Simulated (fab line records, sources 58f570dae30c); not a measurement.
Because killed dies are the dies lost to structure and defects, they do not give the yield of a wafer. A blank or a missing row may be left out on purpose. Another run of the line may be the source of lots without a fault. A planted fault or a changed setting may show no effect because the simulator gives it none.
Which tool did it? ; flow berkeley cmos170 ; 39 wafers from 13 lots sampled at 4 of the route's 331 steps

## WHAT THE GAUGES SHOWED, per wafer
UCB170_CONTACT_THK_MEAS_02. Usual: CONTACT_PSG_THK 698 nm, standard deviation 6.4.
lot;measured;on;CONTACT_PSG_THK (nm);flag
L678;day 7 08:14;film metro-02;694 695 690;
L680;day 7 10:01;film metro-01;694 698 697;
L683;day 7 22:29;film metro-02;711 702 707;
L686;day 9 05:38;film metro-03;699 694 701;
L687;day 9 05:40;film metro-02;690 690 688;
L688;day 9 15:22;film metro-02;693 701 698;
L689;day 9 15:23;film metro-01;714 717 716;
L690;day 9 13:38;film metro-03;694 697 691;
L691;day 10 02:40;film metro-03;696 698 691;
L696;day 10 13:05;film metro-03;708 704 708;
L697;day 10 14:52;film metro-03;699 704 706;
L699;day 11 21:02;film metro-02;695 701 701;
L701;day 12 06:38;film metro-01;698 698 697;

UCB170_CONTACT_CD_MEAS_15 targets a cd of 700 nm. Usual: cd nm 699.6 nm, standard deviation 1.2.
lot;measured;on;cd nm (nm);flag
L678;day 7 10:19;cd sem-01;699.3 699.6 698.8;
L680;day 7 11:59;cd sem-02;698.9 697.8 699.5;
L683;day 8 00:56;cd sem-02;701.2 700.5 702.0;
L686;day 9 07:47;cd sem-02;700.0 700.2 699.7;
L687;day 9 07:58;cd sem-02;698.2 697.8 698.2;
L688;day 9 18:20;cd sem-02;700.6 700.8 700.4;
L689;day 9 18:40;cd sem-02;698.4 700.1 700.2;
L690;day 9 15:20;cd sem-01;697.6 697.9 698.6;
L691;day 10 04:46;cd sem-02;701.2 701.4 700.8;
L696;day 10 14:48;cd sem-01;700.2 700.8 700.8;
L697;day 10 16:55;cd sem-01;699.1 700.4 701.7;
L699;day 11 23:18;cd sem-02;698.2 698.6 697.5;
L701;day 12 09:32;cd sem-01;699.9 699.5 699.5;

UCB170_M2_THK_MEAS_03: measures by xrf. Usual: M2_AL_THK 892 nm, standard deviation 10.
lot;measured;on;M2_AL_THK (nm);flag
L678;day 7 22:13;film metro-03;881 884 882;
L680;day 7 23:20;film metro-04;881 886 877;
L683;day 8 10:04;film metro-01;882 888 887;
L686;day 9 18:22;film metro-01;884 876 882;
L687;day 9 18:11;film metro-04;906 892 895;
L688;day 10 04:52;film metro-03;882 875 878;
L689;day 10 04:42;film metro-01;887 892 891;
L690;day 10 04:30;film metro-03;897 891 887;
L691;day 10 18:00;film metro-03;893 899 893;
L696;day 11 00:48;film metro-04;889 884 883;
L697;day 11 03:08;film metro-03;885 881 881;
L699;day 12 12:06;film metro-03;903 904 914;
L701;day 12 22:33;film metro-01;915 912 916;

## EACH LOT AND THE TOOL THAT RAN IT (in order: tool; ch and the chambers of the sampled wafers; start)
lot;UCB170_PSD_CLEAN_11
L678;wet bench-03 ch 3, day 7 02:15
L680;wet bench-03 ch 1, day 7 02:36
L683;wet bench-01 ch 1, day 7 13:54
L686;wet bench-02 ch 1, day 8 23:25
L687;wet bench-02 ch 0, day 8 23:25
L688;wet bench-03 ch 1, day 9 07:44
L689;wet bench-03 ch 3, day 9 07:44
L690;wet bench-03 ch 3, day 9 07:44
L691;wet bench-02 ch 3, day 9 20:55
L696;wet bench-02 ch 3, day 10 07:19
L697;wet bench-02 ch 2, day 10 07:46
L699;wet bench-02 ch 3, day 11 14:05
L701;wet bench-01 ch 2, day 11 22:26
- UCB170_PSD_CLEAN_11: cleans in SPM, time 600 s.

## AS READ BY THE TOOLS THEMSELVES (means over the sampled wafers that have a number; for cases with no such wafer, the mark the record gives instead)
The record holds no such reading with a usual standard deviation.

## THE ANSWER, worked out from the rows above alone
Rule: a lot is off if the mean of its wafers that have a number lies more than 3 standard deviations from the usual mean. Also off: a lot with no number at a reading for which 4 or more lots have one. Where the step has rows for the other lots, those lots are counted as sound. First the gauges in route order, then the tools' own readings, where a lot's mean is used as printed above. The first step at which some lot is off is used, and at that step the reading that is off furthest; a lot without a number counts as furthest.
Nothing can be told from this: no lot is off at any reading shown.

## WHAT HAD BEEN PUT IN BY THE SIMULATOR
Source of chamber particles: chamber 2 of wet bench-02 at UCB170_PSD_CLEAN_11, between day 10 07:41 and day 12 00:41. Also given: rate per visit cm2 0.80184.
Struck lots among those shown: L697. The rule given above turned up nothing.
